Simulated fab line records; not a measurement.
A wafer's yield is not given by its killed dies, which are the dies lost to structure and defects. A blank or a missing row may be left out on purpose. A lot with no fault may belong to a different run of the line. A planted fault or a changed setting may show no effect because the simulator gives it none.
Struck lot and sound lot, side by side || flow berkeley cmos170 || 14 steps out of a route of 331
Sound: wafers L730.1, L730.2, L730.5. Struck: wafers L734.2, L734.3, L734.4. The cause comes at the end.
For every step that has rows: the tool of each side, followed by ch and its chambers, followed by its first start. Under that, the readings that differ: sound wafers || struck wafers || difference of the means || sigmas: that difference in standard deviations of wafers without a fault.
alike: readings with means less than 2 such deviations apart, plus words and numbers identical on both sides. not compared: withheld readings, readings lacking a value on some wafer, bounds such as >300 that could conceal the same value, and numbers that have no deviation in the record and whose values overlap.
The two part at a step that has a row with sigmas, a row that says differs or no value, or rows on one side only. Non-overlapping numbers with no deviation appear without sigmas and do not part them. Lack of a reading on every wafer of one side parts them only where that side has two or more wafers.

UCB170_BACKSIDE_STRIP_03: strips in O2.
  sound on plasma asher-01 ch 0,1, day 6 19:05; struck on plasma asher-03 ch 0,1, day 7 00:58
  alike: drypump motor current A, o2 flow sccm, oes product au, strip time to endpoint s
  not compared: rf hours counter h
then, 1 step without rows for these wafers: UCB170_BACKSIDE_CLEAN_04 (cleans in SPM, time 600 s).
UCB170_SDANNEAL_RTA_00: time 10 s.
  sound on rtp anneal-02 ch 0, day 6 19:22; struck on rtp anneal-02 ch 0, day 7 01:14
  alike: anneal temp c max, chamber o2 ppm, lamp power pct, wafer_temp_C_max
UCB170_SDANNEAL_RTA_01: time 5 s.
  sound on rtp anneal-02 ch 0, day 6 19:26; struck on rtp anneal-02 ch 0, day 7 01:19
  alike: anneal temp c max, chamber o2 ppm, lamp power pct, wafer_temp_C_max
UCB170_SDANNEAL_RS_MEAS_02: measurement is done with a four-point probe.
  sound: film metro-02 at day 6 19:29; struck: film metro-01 at day 7 01:23
  alike: PSD_RS
UCB170_SDANNEAL_RS_MEAS_03: measurement is done with a four-point probe.
  sound: film metro-02 at day 6 19:37; struck: film metro-01 at day 7 01:30
  alike: NSD_RS
UCB170_SDANNEAL_RS_MEAS_04: measurement is done with a four-point probe.
  sound: film metro-02 at day 6 19:44; struck: film metro-01 at day 7 01:37
  alike: PLDD_RS
UCB170_SDANNEAL_RS_MEAS_05: measurement is done with a four-point probe.
  sound: film metro-02 at day 6 19:51; struck: film metro-01 at day 7 01:44
  alike: NLDD_RS
then, 1 step without rows for these wafers: UCB170_SILICIDE_PRE_CLEAN_00 (preclean etch time 60 s).
UCB170_SILICIDE_SPUTTER_01: material Ti, target thk 30 nm, time 25 s.
  sound: pvd sputter-03 at day 6 20:02; struck: pvd sputter-02 at day 7 01:54
  alike: throttle valve pct
UCB170_SILICIDE_RS_MEAS_02: measurement is done with a four-point probe.
  sound: film metro-04 at day 6 20:04; struck: film metro-03 at day 7 01:57
  alike: SILICIDE_TI_RS
UCB170_SILICIDE_THK_MEAS_03: measures by xrf.
  sound: film metro-04 at day 6 20:11; struck: film metro-03 at day 7 02:04
  alike: SILICIDE_TI_THK
UCB170_SILICIDE_RTA_04: time 15 s.
  sound on rtp anneal-01 ch 0, day 6 20:14; struck on rtp anneal-01, day 7 02:07
  no value came back on the struck wafers for anneal temp c max, chamber o2 ppm, lamp power pct (%), wafer_temp_C_max; on the sound wafers anneal temp c max reads 651.9 653.0 653.8
then, 1 step without rows for these wafers: UCB170_SILICIDE_WET_ETCH_05 (etches Ti in SPM, time 45 s).

WHERE THEY PART
Within this record, at UCB170_SILICIDE_RTA_04 only.

WHY: the cause the simulator had injected
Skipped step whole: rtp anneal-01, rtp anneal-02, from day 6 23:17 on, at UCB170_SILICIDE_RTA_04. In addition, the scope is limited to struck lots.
